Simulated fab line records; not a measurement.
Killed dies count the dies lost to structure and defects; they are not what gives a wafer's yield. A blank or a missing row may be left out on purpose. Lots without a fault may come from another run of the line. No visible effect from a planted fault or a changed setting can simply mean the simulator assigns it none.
fab line records -- flow berkeley_cmos170
record lots=14, wafers=42, last_day=14
route steps=331 shown M3@327
lots that met no fault: taken from a fault-free run of the same line
start_h: the number of hours between the record's first day and the start of the first shown wafer of the lot -- wait_h: hours since the lot's step before -- " repeats the value in the row above -- L1.1+2: one row covering several wafers at once -- - no value present, or no start provided -- * or withheld: withheld -- < > ~ a bound
route shown NAME@n: a module of which the file shows steps, and the number in the route of the first -- usual: the fault-free wafers' mean and standard deviation -- same: alike in all rows -- chamber/n: place in a boat -- sites: each site's reading -- _std_site: standard deviation across them -- _edge_site: outer sites' mean less inner sites' -- radius_mm: how far each site lies from the wafer's centre -- mask NAME#n: copy n -- behind: the last tool/chamber to shape the wafer -- hold: why the lot went on hold/how many hours it stayed there/how the hold came to an end -- device: the n, p or np transistor that did not switch -- end of line: tests run on the same wafers once the route is complete -- where a step has no rows: the recipe by itself -- killed: the dies lost at the first sort to structure and to defects; this is not the yield of the wafer -- map: a wafer's dies, marking killed ones x, the rest . and places with no die _
set.NAME: the run value of the setting; set.NAME@STEP: its run value at that earlier step -- model.NAME: the simulator's own value behind a step, which no gauge read
a sample of lots followed through the steps of the route, with each step as a table and each wafer as a row
services: the hour from which a tool's chamber was out of use, counted from the record's first day as start_h (under 0 if before that day), plus the number of hours and why
## steps
# step UCB170_M3_METAL_ETCH_18
# recipe chemistry=Cl2/BCl3, target=Al, stop_on=SiO2, pressure_mtorr=12, target_depth_a=11700, over_etch_frac=0.3, time_s=195, icp_w=613.4, bias_w=120, Cl2_flow_sccm=90, bcl3_flow_sccm=45
# usual bcl3_flow_sccm=44.99/0.13, bias_w=120.0/0.37, drypump_motor_current_A=5.4/0.38, mfc_cl2_sccm=89.99/0.24, oes_product_au=0.856/0.015, throttle_valve_pct=24.39/0.27
lot.wafer,tool,chamber,start_h,wait_h,bcl3_flow_sccm,bias_w,drypump_motor_current_A,mfc_cl2_sccm,oes_product_au,rf_hours_counter_h,throttle_valve_pct
L720.1,rie_metal-03,0,211.27,-,45.13,120.3,5.2,89.77,0.839,9,24.79
L720.2,rie_metal-03,1,211.27,-,44.90,120.0,5.5,89.87,0.854,0,24.01
L720.6,rie_metal-03,1,211.27,-,45.00,119.4,5.5,90.09,0.851,-,24.00
L723.3,rie_metal-03,1,218.06,-,44.93,120.1,5.4,90.08,0.855,-,24.00
L723.4,rie_metal-03,0,218.06,-,44.98,120.3,5.2,89.75,0.835,-,24.81
L723.6,rie_metal-03,1,218.06,-,45.00,119.9,5.5,89.93,0.858,-,23.99
L722.1,rie_metal-02,1,222.81,-,45.11,119.8,5.6,89.85,0.857,9,24.63
L722.5,rie_metal-02,1,222.81,-,45.03,119.2,5.6,89.72,0.850,-,24.63
L722.6,rie_metal-02,0,222.81,-,44.92,120.1,5.6,90.19,0.836,-,24.44
L721.1,rie_metal-03,0,223.04,-,44.80,120.4,5.2,90.29,0.830,10,24.79
L721.2,rie_metal-03,1,223.04,-,44.88,120.1,5.5,89.75,0.846,1,24.00
L721.4,rie_metal-03,1,223.04,-,45.03,120.2,5.5,89.64,0.851,-,23.98
L724.1,rie_metal-03,0,252.33,-,45.06,120.0,5.2,90.37,0.835,10,24.79
L724.4,rie_metal-03,0,252.33,-,44.88,120.0,5.2,89.96,0.844,-,24.79
L724.6,rie_metal-03,0,252.33,-,44.99,120.0,5.2,89.78,0.834,-,24.81
L725.2,rie_metal-02,0,253.63,-,44.99,119.9,5.6,90.23,0.847,6,24.45
L725.3,rie_metal-02,0,253.63,-,45.11,119.9,5.6,90.28,0.843,-,24.45
L725.5,rie_metal-02,1,253.63,-,44.95,120.1,5.6,90.49,0.866,-,24.63
L727.1,rie_metal-02,1,255.82,-,44.99,119.9,5.6,90.20,0.843,10,24.65
L727.4,rie_metal-02,0,255.82,-,45.18,120.1,5.6,90.07,0.832,-,24.44
L727.6,rie_metal-02,0,255.82,-,45.13,120.0,5.6,89.82,0.845,-,24.45
L729.1,rie_metal-04,0,269.49,-,44.95,120.2,5.7,89.92,0.857,11,24.12
L729.2,rie_metal-04,1,269.49,-,44.79,120.1,4.7,90.15,0.868,13,24.44
L729.4,rie_metal-04,1,269.49,-,44.80,120.2,4.7,89.85,0.873,-,24.43
L731.1,rie_metal-04,1,282.85,-,44.96,120.9,4.6,89.29,0.885,13,24.44
L731.4,rie_metal-04,0,282.85,-,45.05,119.5,5.7,90.07,0.873,-,24.12
L731.6,rie_metal-04,0,282.85,-,45.09,120.3,5.8,89.68,0.864,-,24.14
L730.1,rie_metal-03,0,285.44,-,-,-,-,-,-,-,-
L730.3,rie_metal-03,0,285.44,-,-,-,-,-,-,-,-
L730.6,rie_metal-03,0,285.44,-,-,-,-,-,-,-,-
L733.1,rie_metal-04,1,294.94,-,-,-,-,-,-,-,-
L733.4,rie_metal-04,1,294.94,-,-,-,-,-,-,-,-
L733.5,rie_metal-04,0,294.94,-,-,-,-,-,-,-,-
L738.2,rie_metal-02,0,316.72,-,45.20,120.3,5.6,90.23,0.853,8,24.44
L738.3,rie_metal-02,0,316.72,-,45.14,120.2,5.6,89.96,0.851,-,24.43
L738.5,rie_metal-02,1,316.72,-,44.82,120.9,5.6,90.05,0.863,-,24.62
L739.1,rie_metal-03,0,330.44,-,44.93,120.9,5.2,90.69,0.833,12,24.79
L739.2,rie_metal-03,1,330.44,-,45.00,120.2,5.5,89.91,0.853,3,24.00
L739.6,rie_metal-03,0,330.44,-,45.01,120.5,5.2,90.14,0.834,-,24.81
L734.2,rie_metal-03,1,331.22,-,44.92,119.6,5.5,90.25,0.852,3,24.00
L734.4,rie_metal-03,0,331.22,-,44.99,120.4,5.3,89.95,0.839,-,24.78
L734.6,rie_metal-03,1,331.22,-,45.12,120.0,5.5,90.22,0.851,-,24.01
# step UCB170_M3_STRIP_19
# recipe chemistry=O2, power_w=400, pressure_mtorr=3500, platen_temp_c=withheld, o2_flow_sccm=400, overash_fraction=0.5
# usual drypump_motor_current_A=5.6/0.35, o2_flow_sccm=399.8/1.1, oes_product_au=0.531/0.0096
lot.wafer,tool,chamber,start_h,wait_h,drypump_motor_current_A,o2_flow_sccm,oes_product_au,rf_hours_counter_h
L720.1,plasma_asher-04,0,211.46,0.1,5.7,398.4,0.518,47
L720.2,plasma_asher-04,1,211.46,0.1,5.1,400.4,0.528,47
L720.6,plasma_asher-04,0,211.46,0.1,5.7,399.0,0.538,-
L723.3,plasma_asher-04,1,218.22,0.1,5.1,401.7,0.539,-
L723.4,plasma_asher-04,0,218.22,0.1,5.6,398.7,0.515,-
L723.6,plasma_asher-04,1,218.22,0.1,5.1,399.2,0.534,-
L722.1,plasma_asher-04,0,223.00,0.1,5.7,398.2,0.534,48
L722.5,plasma_asher-04,1,223.00,0.1,5.1,400.1,0.531,-
L722.6,plasma_asher-04,0,223.00,0.1,5.6,399.3,0.548,-
L721.1,plasma_asher-02,0,223.23,0.1,6.0,401.7,0.523,42
L721.2,plasma_asher-02,1,223.23,0.1,5.3,401.9,0.537,42
L721.4,plasma_asher-02,1,223.23,0.1,5.3,401.0,0.539,-
L724.1,plasma_asher-02,1,252.52,0.1,5.3,400.7,0.522,44
L724.4,plasma_asher-02,1,252.52,0.1,5.3,400.9,0.526,-
L724.6,plasma_asher-02,1,252.52,0.1,5.3,399.7,0.518,-
L725.2,plasma_asher-03,0,253.82,0.1,6.1,400.7,0.539,54
L725.3,plasma_asher-03,0,253.82,0.1,6.1,399.7,0.533,-
L725.5,plasma_asher-03,1,253.82,0.1,5.4,400.0,0.525,-
L727.1,plasma_asher-04,0,256.00,0.1,5.6,399.7,0.527,51
L727.4,plasma_asher-04,1,256.00,0.1,5.1,401.2,0.533,-
L727.6,plasma_asher-04,1,256.00,0.1,5.1,400.4,0.544,-
L729.1,plasma_asher-04,1,269.67,0.1,5.1,398.7,0.525,53
L729.2,plasma_asher-04,0,269.67,0.1,5.6,401.8,0.544,53
L729.4,plasma_asher-04,1,269.67,0.1,5.1,399.8,0.537,-
L731.1,plasma_asher-02,0,283.04,0.1,6.0,400.8,0.541,47
L731.4,plasma_asher-02,0,283.04,0.1,6.0,398.7,0.525,-
L731.6,plasma_asher-02,1,283.04,0.1,5.3,399.4,0.531,-
L730.1,plasma_asher-02,0,285.63,0.1,6.0,398.0,0.728,47
L730.3,plasma_asher-02,0,285.63,0.1,6.0,398.7,0.732,-
L730.6,plasma_asher-02,1,285.63,0.1,5.3,399.2,0.722,-
L733.1,plasma_asher-04,0,295.13,0.1,5.7,400.8,0.725,55
L733.4,plasma_asher-04,0,295.13,0.1,5.6,399.4,0.728,-
L733.5,plasma_asher-04,1,295.13,0.1,5.1,399.7,0.728,-
L738.2,plasma_asher-02,1,316.91,0.1,5.3,400.6,0.533,51
L738.3,plasma_asher-02,0,316.91,0.1,6.0,400.5,0.535,-
L738.5,plasma_asher-02,0,316.91,0.1,6.0,400.7,0.531,-
L739.1,plasma_asher-03,0,330.63,0.1,6.0,400.7,0.529,64
L739.2,plasma_asher-03,1,330.63,0.1,5.4,400.9,0.544,64
L739.6,plasma_asher-03,0,330.63,0.1,6.1,401.8,0.530,-
L734.2,plasma_asher-04,0,331.40,0.1,5.7,397.8,0.537,56
L734.4,plasma_asher-04,0,331.40,0.1,5.7,398.0,0.529,-
L734.6,plasma_asher-04,1,331.40,0.1,5.1,400.1,0.533,-
# step UCB170_M3_CD_MEAS_90
# recipe target_cd_nm=700
# usual cd_nm=698.5/2.9
lot.wafer,tool,chamber,start_h,wait_h,cd_nm
L720.1,cd_sem-01,-,211.56,0.1,695.9
L720.2,cd_sem-01,-,211.56,0.1,700.3
L720.6,cd_sem-01,-,211.56,0.1,696.6
L723.3,cd_sem-02,-,218.32,0.1,700.3
L723.4,cd_sem-02,-,218.32,0.1,698.4
L723.6,cd_sem-02,-,218.32,0.1,697.6
L722.1,cd_sem-01,-,223.10,0.1,697.4
L722.5,cd_sem-01,-,223.10,0.1,699.2
L722.6,cd_sem-01,-,223.10,0.1,698.5
L721.1,cd_sem-02,-,223.33,0.1,699.1
L721.2,cd_sem-02,-,223.33,0.1,701.1
L721.4,cd_sem-02,-,223.33,0.1,699.3
L724.1,cd_sem-02,-,252.62,0.1,698.6
L724.4,cd_sem-02,-,252.62,0.1,694.3
L724.6,cd_sem-02,-,252.62,0.1,698.0
L725.2,cd_sem-01,-,253.94,0.1,700.3
L725.3,cd_sem-01,-,253.94,0.1,701.0
L725.5,cd_sem-01,-,253.94,0.1,699.2
L727.1,cd_sem-02,-,256.10,0.1,701.0
L727.4,cd_sem-02,-,256.10,0.1,701.6
L727.6,cd_sem-02,-,256.10,0.1,705.2
L729.1,cd_sem-01,-,269.77,0.1,693.7
L729.2,cd_sem-01,-,269.77,0.1,699.7
L729.4,cd_sem-01,-,269.77,0.1,697.0
L731.1,cd_sem-02,-,283.14,0.1,699.4
L731.4,cd_sem-02,-,283.14,0.1,698.1
L731.6,cd_sem-02,-,283.14,0.1,696.9
L730.1,cd_sem-01,-,285.73,0.1,-
L730.3,cd_sem-01,-,285.73,0.1,-
L730.6,cd_sem-01,-,285.73,0.1,-
L733.1,cd_sem-02,-,295.23,0.1,-
L733.4,cd_sem-02,-,295.23,0.1,-
L733.5,cd_sem-02,-,295.23,0.1,-
L738.2,cd_sem-01,-,317.03,0.1,696.1
L738.3,cd_sem-01,-,317.03,0.1,698.0
L738.5,cd_sem-01,-,317.03,0.1,699.5
L739.1,cd_sem-02,-,330.73,0.1,694.6
L739.2,cd_sem-02,-,330.73,0.1,695.5
L739.6,cd_sem-02,-,330.73,0.1,697.7
L734.2,cd_sem-01,-,331.52,0.1,697.9
L734.4,cd_sem-01,-,331.52,0.1,696.1
L734.6,cd_sem-01,-,331.52,0.1,696.6
## services
tool,chamber,start_h,hours,kind
rie_metal-04,-,220.42,4.0,pm
plasma_asher-04,-,223.59,4.0,repair
plasma_asher-02,-,244.02,3.9,repair
rie_metal-03,-,247.60,2.8,pm
rie_metal-02,1,282.37,10.8,repair
plasma_asher-04,-,296.41,9.4,repair
plasma_asher-04,-,307.30,20.6,repair
rie_metal-02,-,322.44,2.8,pm
## key
first_sign step=UCB170_M3_METAL_ETCH_18, reading=tool_record, direction=missing
effect step=UCB170_M3_STRIP_19, reading=oes_product_au, direction=up, sigmas=20, usual=0.531, struck=0.727
effect step=UCB170_M3_CD_MEAS_90, reading=cd_nm, direction=missing
more_kills_born_at UCB170_M3_METAL_ETCH_18@rie_metal-04=779
met_at UCB170_M3_METAL_ETCH_18
struck_lots L730,L733
later_rows_left_out L730.1,L730.3,L730.6,L733.1,L733.4,L733.5
sort_left_out L730.1,L730.3,L730.6
onset_between 282.85 285.44
fault kind=skipped_step_whole, tool=rie_metal-03,rie_metal-04, chamber=-, onset_h=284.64, steps=UCB170_M3_METAL_ETCH_18, scope=struck_lots_only
# sort_left_out: the simulated sort isn't trusted on such a fault, so these wafers' sort isn't shown, and their yield isn't known
# later_rows_left_out: the simulator's readings of these wafers behind a module that went badly wrong aren't trusted and aren't shown, but for the sort
